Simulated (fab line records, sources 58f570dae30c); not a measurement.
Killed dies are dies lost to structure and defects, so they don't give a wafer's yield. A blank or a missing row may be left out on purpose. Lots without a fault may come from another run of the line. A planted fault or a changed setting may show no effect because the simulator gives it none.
One fault seen from 2 desks | flow berkeley_cmos170 | each desk has only its own numbers; what lay behind them comes last

THE METROLOGY DESK
What the gauges read, lot by lot, whatever tool the lot ran on: means of the sampled wafers that have a number. A lot is out of limits, marked OUT, if its mean lies more than 4 standard deviations from the usual mean; the brackets give that distance.
Columns: A = NSD_TW at UCB170_NSD_TW_MEAS_10, usual 4213; B = cd_nm at UCB170_M1_CD_MEAS_90, usual 700.4 nm
lot  | first seen here | A    | B
L810 | day 7 19:52     | 4173 | 698.6
L809 | day 7 20:22     | 4201 | 700.0
L811 | day 8 08:59     | 4216 | 700.1
L812 | day 8 09:16     | 4263 | 701.4
L814 | day 8 19:03     | 4198 | 701.8
L815 | day 8 19:36     | 4258 | 697.5
L818 | day 9 18:53     | 4197 | 699.2
L816 | day 9 18:59     | 4200 | 697.6
L823 | day 10 19:44    | 4196 | 699.1
L824 | day 11 03:47    | 4204 | 698.2
L829 | day 12 04:05    | 4239 | 701.6
L831 | day 12 14:19    | 4204 | 699.6
L830 | day 12 14:40    | 4248 | 699.2
L832 | day 12 23:04    | 4252 | 705.1
This desk's finding: nothing out of limits on any of the 14 lots.

THE TOOL OWNER'S DESK: litho_track-03
The tool's own readings at UCB170_M1_DEVELOP_08 (develop time 45 s): means of the sampled wafers that have a number, for each lot that ran on this tool. A lot is out of limits, marked OUT, if its mean lies more than 4 standard deviations from the usual mean; the brackets give that distance.
Columns: A = developer_temp_C at UCB170_M1_DEVELOP_08, usual 21.02 C
lot  | first seen here | A
L810 | day 8 04:00     | 20.99
L811 | day 8 18:00     | 20.95
L812 | day 8 19:00     | 20.21 (-6.7) OUT
L818 | day 10 03:00    | 20.19 (-6.9) OUT
L831 | day 13 00:00    | 20.89
This desk's finding: out of limits on L812, L818; first on L812, day 8 19:00 (developer_temp_C at UCB170_M1_DEVELOP_08). In limits: L810, L811, L831.

PUT TOGETHER
The tool owner's desk could have raised an alarm at day 8 19:00, on L812, L818.
The metrology desk saw nothing out of limits.
The metrology desk has L812, L818 on record, within its limits.
Of the lots named, all ran UCB170_M1_DEVELOP_08 on litho_track-03.

WHAT THE SIMULATOR HAD PUT IN
Process parameter drift: litho_track-03, from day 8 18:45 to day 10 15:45, at UCB170_M1_DEVELOP_08. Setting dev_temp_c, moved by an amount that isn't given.
Lots struck among those shown: L812, L818.
Hours from the fault's start to each desk's first reading out of limits: the tool owner's desk, 0.
